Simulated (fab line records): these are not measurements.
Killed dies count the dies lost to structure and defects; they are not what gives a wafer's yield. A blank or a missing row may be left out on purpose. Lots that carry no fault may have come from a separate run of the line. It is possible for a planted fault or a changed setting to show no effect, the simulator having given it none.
The tool behind it: which one? :: flow berkeley cmos170 :: Sampling: 15 lots, 45 wafers, 4 of 331 route steps

WHAT THE GAUGES READ, wafer by wafer
UCB170_GATE_CD_MEAS_90 targets a cd of 350 nm. Usual: cd nm reads 350.5 nm (standard deviation 1.8).
lot: L362
measured: day 6 16:38
on: cd sem-01
cd nm (nm): 351.6 350.8 352.1
flag: 

lot: L363
measured: day 7 19:27
on: cd sem-02
cd nm (nm): 346.2 346.3 348.0
flag: 

lot: L364
measured: day 8 10:50
on: cd sem-02
cd nm (nm): 350.0 350.5 350.4
flag: 

lot: L366
measured: day 8 11:00
on: cd sem-01
cd nm (nm): 350.0 350.0 348.9
flag: 

lot: L367
measured: day 8 11:19
on: cd sem-02
cd nm (nm): 352.4 351.9 350.9
flag: 

lot: L369
measured: day 8 19:35
on: cd sem-02
cd nm (nm): 350.9 351.5 351.7
flag: 

lot: L371
measured: day 9 03:23
on: cd sem-02
cd nm (nm): 349.7 348.3 349.5
flag: 

lot: L374
measured: day 9 11:49
on: cd sem-02
cd nm (nm): 349.9 351.6 352.0
flag: 

lot: L373
measured: day 9 12:06
on: cd sem-01
cd nm (nm): 349.4 351.3 350.6
flag: 

lot: L378
measured: day 10 17:35
on: cd sem-01
cd nm (nm): 352.6 353.8 351.3
flag: 

lot: L379
measured: day 10 17:38
on: cd sem-02
cd nm (nm): 349.2 350.1 349.8
flag: 

lot: L383
measured: day 11 08:39
on: cd sem-02
cd nm (nm): 349.9 348.1 350.0
flag: 

lot: L382
measured: day 11 09:05
on: cd sem-02
cd nm (nm): 353.3 352.6 355.0
flag: 

lot: L381
measured: day 11 09:44
on: cd sem-02
cd nm (nm): 350.4 348.9 349.7
flag: 

lot: L385
measured: day 12 00:29
on: cd sem-02
cd nm (nm): 352.2 353.8 352.5
flag: 

UCB170_M2_RS_MEAS_02: a four-point-probe measurement. Usual: M2_AL_RS 0.0320 ohm/sq, standard deviation 0.00049.
lot: L362
measured: day 8 05:25
on: film metro-01
M2_AL_RS (ohm/sq): 0.0330 0.0319 0.0321
flag: 

lot: L363
measured: day 9 05:51
on: film metro-03
M2_AL_RS (ohm/sq): 0.0330 0.0322 0.0331
flag: 

lot: L364
measured: day 9 20:32
on: film metro-01
M2_AL_RS (ohm/sq): 0.0323 0.0324 0.0325
flag: 

lot: L366
measured: day 9 22:34
on: film metro-03
M2_AL_RS (ohm/sq): 0.0313 0.0315 0.0312
flag: 

lot: L367
measured: day 9 22:29
on: film metro-01
M2_AL_RS (ohm/sq): 0.0326 0.0324 0.0319
flag: 

lot: L369
measured: day 10 04:21
on: film metro-04
M2_AL_RS (ohm/sq): 0.0315 0.0311 0.0314
flag: 

lot: L371
measured: day 10 10:24
on: film metro-04
M2_AL_RS (ohm/sq): 0.0310 0.0315 0.0324
flag: 

lot: L374
measured: day 10 21:12
on: film metro-01
M2_AL_RS (ohm/sq): 0.0319 0.0318 0.0318
flag: 

lot: L373
measured: day 11 00:30
on: film metro-01
M2_AL_RS (ohm/sq): 0.0322 0.0314 0.0320
flag: 

lot: L378
measured: day 12 05:17
on: film metro-03
M2_AL_RS (ohm/sq): 0.0325 0.0316 0.0317
flag: 

lot: L379
measured: day 12 04:59
on: film metro-04
M2_AL_RS (ohm/sq): 0.0322 0.0321 0.0322
flag: 

lot: L383
measured: day 12 15:56
on: film metro-04
M2_AL_RS (ohm/sq): 0.0317 0.0316 0.0316
flag: 

lot: L382
measured: day 12 15:39
on: film metro-03
M2_AL_RS (ohm/sq): 0.0323 0.0326 0.0328
flag: 

lot: L381
measured: day 12 20:00
on: film metro-04
M2_AL_RS (ohm/sq): 0.0325 0.0315 0.0312
flag: 

lot: L385
measured: day 13 09:16
on: film metro-03
M2_AL_RS (ohm/sq): 0.0316 0.0329 0.0316
flag: 

EACH LOT AND THE TOOL THAT RAN IT (in order: tool; ch and the chambers of the sampled wafers; start)
lot: L362
UCB170_GATE_ETCH_15: rie si-02 ch 0,2,3, day 6 16:26
UCB170_V1_SOFTBAKE_08: litho track-01 ch 0, day 8 03:50

lot: L363
UCB170_GATE_ETCH_15: rie si-02 ch 0,1, day 7 19:18
UCB170_V1_SOFTBAKE_08: litho track-02 ch 0, day 9 04:15

lot: L364
UCB170_GATE_ETCH_15: rie si-02 ch 2,3, day 8 10:37
UCB170_V1_SOFTBAKE_08: litho track-02 ch 0, day 9 18:57

lot: L366
UCB170_GATE_ETCH_15: rie si-01 ch 0,1, day 8 10:49
UCB170_V1_SOFTBAKE_08: litho track-01 ch 0, day 9 20:40

lot: L367
UCB170_GATE_ETCH_15: rie si-02 ch 0,2,3, day 8 11:08
UCB170_V1_SOFTBAKE_08: litho track-02 ch 0, day 9 20:28

lot: L369
UCB170_GATE_ETCH_15: rie si-01 ch 0,1,2, day 8 19:25
UCB170_V1_SOFTBAKE_08: litho track-04 ch 0, day 10 02:00

lot: L371
UCB170_GATE_ETCH_15: rie si-01 ch 0,1, day 9 03:15
UCB170_V1_SOFTBAKE_08: litho track-01 ch 0, day 10 08:59

lot: L374
UCB170_GATE_ETCH_15: rie si-02 ch 1,2, day 9 11:40
UCB170_V1_SOFTBAKE_08: litho track-01 ch 0, day 10 19:48

lot: L373
UCB170_GATE_ETCH_15: rie si-01 ch 0,1,2, day 9 11:56
UCB170_V1_SOFTBAKE_08: litho track-01 ch 0, day 10 23:08

lot: L378
UCB170_GATE_ETCH_15: rie si-02 ch 2,3, day 10 17:24
UCB170_V1_SOFTBAKE_08: litho track-04 ch 0, day 12 03:26

lot: L379
UCB170_GATE_ETCH_15: rie si-01 ch 0,1, day 10 17:25
UCB170_V1_SOFTBAKE_08: litho track-02 ch 0, day 12 03:10

lot: L383
UCB170_GATE_ETCH_15: rie si-01 ch 0,1,2, day 11 08:28
UCB170_V1_SOFTBAKE_08: litho track-04 ch 0, day 12 14:22

lot: L382
UCB170_GATE_ETCH_15: rie si-02 ch 0,2,3, day 11 08:56
UCB170_V1_SOFTBAKE_08: litho track-02 ch 0, day 12 14:10

lot: L381
UCB170_GATE_ETCH_15: rie si-02 ch 0,1,3, day 11 09:34
UCB170_V1_SOFTBAKE_08: litho track-04 ch 0, day 12 18:38

lot: L385
UCB170_GATE_ETCH_15: rie si-01 ch 1,2,3, day 12 00:20
UCB170_V1_SOFTBAKE_08: litho track-04 ch 0, day 13 08:02
- UCB170_GATE_ETCH_15: etches poly-Si in HBr/Cl2, stops on SiO2, time 56.3 s, target depth 278.2 nm.
- UCB170_V1_SOFTBAKE_08: time 60 s.

WHAT THE TOOLS THEMSELVES READ (means of the sampled wafers that have a number; where no wafer has one, the mark that the record gives instead)
UCB170_GATE_ETCH_15. Usual: drypump motor current A 5.6 A, standard deviation 0.39; oes product au 0.837 a.u., standard deviation 0.013; throttle valve pct 26.53 %, standard deviation 0.17.
lot: L362
tool: rie si-02
drypump motor current A (A): 5.6
oes product au (a.u.): 0.837
throttle valve pct (%): 26.68
flag: 

lot: L363
tool: rie si-02
drypump motor current A (A): 5.6
oes product au (a.u.): 0.835
throttle valve pct (%): 26.51
flag: 

lot: L364
tool: rie si-02
drypump motor current A (A): 5.6
oes product au (a.u.): 0.839
throttle valve pct (%): 26.79
flag: 

lot: L366
tool: rie si-01
drypump motor current A (A): 6.2
oes product au (a.u.): 0.843
throttle valve pct (%): 26.42
flag: 

lot: L367
tool: rie si-02
drypump motor current A (A): 5.5
oes product au (a.u.): 0.824
throttle valve pct (%): 26.68
flag: 

lot: L369
tool: rie si-01
drypump motor current A (A): 5.9
oes product au (a.u.): 0.838
throttle valve pct (%): 26.42
flag: 

lot: L371
tool: rie si-01
drypump motor current A (A): 5.9
oes product au (a.u.): 0.837
throttle valve pct (%): 26.39
flag: 

lot: L374
tool: rie si-02
drypump motor current A (A): 5.7
oes product au (a.u.): 0.834
throttle valve pct (%): 26.74
flag: 

lot: L373
tool: rie si-01
drypump motor current A (A): 5.9
oes product au (a.u.): 0.840
throttle valve pct (%): 26.42
flag: 

lot: L378
tool: rie si-02
drypump motor current A (A): 5.6
oes product au (a.u.): 0.855
throttle valve pct (%): 26.69
flag: 

lot: L379
tool: rie si-01
drypump motor current A (A): 6.0
oes product au (a.u.): 0.845
throttle valve pct (%): 26.39
flag: 

lot: L383
tool: rie si-01
drypump motor current A (A): 5.9
oes product au (a.u.): 0.833
throttle valve pct (%): 26.41
flag: 

lot: L382
tool: rie si-02
drypump motor current A (A): 5.5
oes product au (a.u.): 0.831
throttle valve pct (%): 26.68
flag: 

lot: L381
tool: rie si-02
drypump motor current A (A): 5.6
oes product au (a.u.): 0.841
throttle valve pct (%): 26.54
flag: 

lot: L385
tool: rie si-01
drypump motor current A (A): 5.3
oes product au (a.u.): 0.835
throttle valve pct (%): 26.38
flag: 

UCB170_V1_SOFTBAKE_08. Usual: heater power total W 56.80 W, standard deviation 0.046; run length s 89.17 s, standard deviation 0.24.
lot: L362
tool: litho track-01
heater power total W (W): 56.85
run length s (s): 89.33
flag: 

lot: L363
tool: litho track-02
heater power total W (W): 56.81
run length s (s): 88.90
flag: 

lot: L364
tool: litho track-02
heater power total W (W): 56.82
run length s (s): 88.82
flag: 

lot: L366
tool: litho track-01
heater power total W (W): 56.85
run length s (s): 89.28
flag: 

lot: L367
tool: litho track-02
heater power total W (W): 56.79
run length s (s): 88.86
flag: 

lot: L369
tool: litho track-04
heater power total W (W): 56.80
run length s (s): 89.25
flag: 

lot: L371
tool: litho track-01
heater power total W (W): 60.19
run length s (s): 78.01
flag: OFF

lot: L374
tool: litho track-01
heater power total W (W): 60.30
run length s (s): 77.88
flag: OFF

lot: L373
tool: litho track-01
heater power total W (W): 60.28
run length s (s): 77.83
flag: OFF

lot: L378
tool: litho track-04
heater power total W (W): 56.83
run length s (s): 89.19
flag: 

lot: L379
tool: litho track-02
heater power total W (W): 56.81
run length s (s): 88.86
flag: 

lot: L383
tool: litho track-04
heater power total W (W): 56.74
run length s (s): 89.31
flag: 

lot: L382
tool: litho track-02
heater power total W (W): 56.78
run length s (s): 88.94
flag: 

lot: L381
tool: litho track-04
heater power total W (W): 56.82
run length s (s): 89.15
flag: 

lot: L385
tool: litho track-04
heater power total W (W): 56.78
run length s (s): 89.24
flag: 

THE ANSWER, worked out from the rows above alone
Rule: lot off if the mean of its wafers having a number is beyond 3 standard deviations from the usual mean. Also off: a lot with no number at a reading for which 4 or more lots have one. Where the step has rows for the other lots, those lots are counted as sound. After the gauges, taken in route order, come the tools' own readings; for these a lot's mean is taken, as printed above. The first step at which some lot is off is used, and at that step the reading that is off furthest; a lot without a number counts as furthest.
Off: L371, L374, L373 (UCB170_V1_SOFTBAKE_08, heater power total W).
A tool fits if, at that step or a process step before it, it ran every lot that is off, and no sound lot after the first of them. One fits: litho track-01 at UCB170_V1_SOFTBAKE_08. Its last sound lot is L366 (day 9 20:40), its first lot that is off L371 (day 10 08:59): a fault that began between those two fits.
The tool's own readings at UCB170_V1_SOFTBAKE_08 bear it out: on the lots that are off they differ by more than 5 times the standard deviation of the sound lots' means. heater power total W reads 60.26 W there against 56.81 W on the sound lots; run length s reads 77.91 s there against 89.09 s on the sound lots.

WHAT HAD BEEN PUT IN BY THE SIMULATOR
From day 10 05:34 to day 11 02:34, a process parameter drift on litho track-01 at UCB170_V1_SOFTBAKE_08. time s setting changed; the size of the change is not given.
Struck lots among those shown: L371, L374, L373. The rule above reached the same finding.
